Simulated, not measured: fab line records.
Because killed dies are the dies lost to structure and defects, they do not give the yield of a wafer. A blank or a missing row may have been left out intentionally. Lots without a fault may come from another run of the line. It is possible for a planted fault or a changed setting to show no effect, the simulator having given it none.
Split-lot experiment :: flow berkeley_cmos170 :: 5 lots, 23 wafers read, on a route of 331 steps

SPLIT DETAILS
At UCB170_NSD_EXPOSE_03 (exposes mask NSELECT MOD, target cd 1200 nm), the setting dose_mj was moved away from the recipe's 30 on 11 of the 23 wafers read, by -2.7% to +7.0%. For the rest of the wafers, this setting stayed at what the recipe calls for.

FROM THE SPLIT TO THE READING: what the file shows between them, 2 steps
- UCB170_NSD_PEB_04
- UCB170_NSD_DEVELOP_05: develop time 45 s

THE READING
cd_nm (nm) at UCB170_NSD_CD_MEAS_06, where the cd target is 1200 nm. Typical for fault-free wafers on this fab line: 1200.5 nm, with standard deviation 1.3 nm.

wafer: L074.2
tool, chamber at the split: krf_scanner-01, 0
dose_mj as run: 30.95
against the recipe: +3.2%
cd_nm, nm: 1205.8
against lot-mates on the recipe: +4.8

wafer: L074.3
tool, chamber at the split: krf_scanner-01, 0
dose_mj as run: 30
against the recipe: recipe
cd_nm, nm: 1200.9
against lot-mates on the recipe: -

wafer: L074.4
tool, chamber at the split: krf_scanner-01, 0
dose_mj as run: 30.95
against the recipe: +3.2%
cd_nm, nm: 1205.9
against lot-mates on the recipe: +4.9

wafer: L074.5
tool, chamber at the split: krf_scanner-01, 0
dose_mj as run: 30
against the recipe: recipe
cd_nm, nm: 1201.1
against lot-mates on the recipe: -

wafer: L074.6
tool, chamber at the split: krf_scanner-01, 0
dose_mj as run: 30.95
against the recipe: +3.2%
cd_nm, nm: 1204.7
against lot-mates on the recipe: +3.7

wafer: L078.1
tool, chamber at the split: krf_scanner-02, 0
dose_mj as run: 29.19
against the recipe: -2.7%
cd_nm, nm: 1194.1
against lot-mates on the recipe: -3.6

wafer: L078.3
tool, chamber at the split: krf_scanner-02, 0
dose_mj as run: 30
against the recipe: recipe
cd_nm, nm: 1198.1
against lot-mates on the recipe: -

wafer: L078.4
tool, chamber at the split: krf_scanner-02, 0
dose_mj as run: 29.19
against the recipe: -2.7%
cd_nm, nm: 1193.9
against lot-mates on the recipe: -3.8

wafer: L078.5
tool, chamber at the split: krf_scanner-02, 0
dose_mj as run: 30
against the recipe: recipe
cd_nm, nm: 1197.3
against lot-mates on the recipe: -

wafer: L078.6
tool, chamber at the split: krf_scanner-02, 0
dose_mj as run: 29.19
against the recipe: -2.7%
cd_nm, nm: 1194.2
against lot-mates on the recipe: -3.5

wafer: L081.1
tool, chamber at the split: krf_scanner-02, 0
dose_mj as run: 30
against the recipe: recipe
cd_nm, nm: 1201.1
against lot-mates on the recipe: -

wafer: L081.3
tool, chamber at the split: krf_scanner-02, 0
dose_mj as run: 30
against the recipe: recipe
cd_nm, nm: 1200.4
against lot-mates on the recipe: -

wafer: L081.4
tool, chamber at the split: krf_scanner-02, 0
dose_mj as run: 30
against the recipe: recipe
cd_nm, nm: 1199.6
against lot-mates on the recipe: -

wafer: L084.1
tool, chamber at the split: krf_scanner-01, 0
dose_mj as run: 30
against the recipe: recipe
cd_nm, nm: 1201.2
against lot-mates on the recipe: -

wafer: L084.2
tool, chamber at the split: krf_scanner-01, 0
dose_mj as run: 30
against the recipe: recipe
cd_nm, nm: 1202.7
against lot-mates on the recipe: -

wafer: L084.3
tool, chamber at the split: krf_scanner-01, 0
dose_mj as run: 30.6
against the recipe: +2.0%
cd_nm, nm: 1204.7
against lot-mates on the recipe: +2.8

wafer: L084.5
tool, chamber at the split: krf_scanner-01, 0
dose_mj as run: 30
against the recipe: recipe
cd_nm, nm: 1201.8
against lot-mates on the recipe: -

wafer: L084.6
tool, chamber at the split: krf_scanner-01, 0
dose_mj as run: 30.6
against the recipe: +2.0%
cd_nm, nm: 1204.8
against lot-mates on the recipe: +2.9

wafer: L085.1
tool, chamber at the split: krf_scanner-01, 0
dose_mj as run: 32.1
against the recipe: +7.0%
cd_nm, nm: 1211.8
against lot-mates on the recipe: +10.9

wafer: L085.3
tool, chamber at the split: krf_scanner-01, 0
dose_mj as run: 30
against the recipe: recipe
cd_nm, nm: 1200.6
against lot-mates on the recipe: -

wafer: L085.4
tool, chamber at the split: krf_scanner-01, 0
dose_mj as run: 30
against the recipe: recipe
cd_nm, nm: 1201.3
against lot-mates on the recipe: -

wafer: L085.5
tool, chamber at the split: krf_scanner-01, 0
dose_mj as run: 32.1
against the recipe: +7.0%
cd_nm, nm: 1210.8
against lot-mates on the recipe: +9.9

wafer: L085.6
tool, chamber at the split: krf_scanner-01, 0
dose_mj as run: 32.1
against the recipe: +7.0%
cd_nm, nm: 1211.2
against lot-mates on the recipe: +10.3

THE FIT
A straight line over all 23 wafers: cd_nm changes by +1.7 nm for each +1% of dose_mj; r = +0.96; the points scatter about the line by 1.4 nm.
The same after taking each lot's own level away (the mean of its wafers on the recipe; 23 wafers): +1.44 nm for each +1%; r = +0.99; scatter 0.47 nm.
The reading moves by 10 nm for the largest change in dose_mj, on that fit.
The span of the lots' own levels, 1197.70 to 1201.90 nm, comes to 3.2 times the standard deviation stated above.
In other words, the slope is changed by the lot-to-lot level; the two fits disagree.
Check: with one of the wafers moved furthest among these (+7.0%) left out of the fit, the line predicts +9.93 nm for it against its lot-mates. It came out at +10.9 nm against them.

FILE'S OWN FIT
cd_nm changes by +1.45 nm for each +1% of dose_mj, r = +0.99.
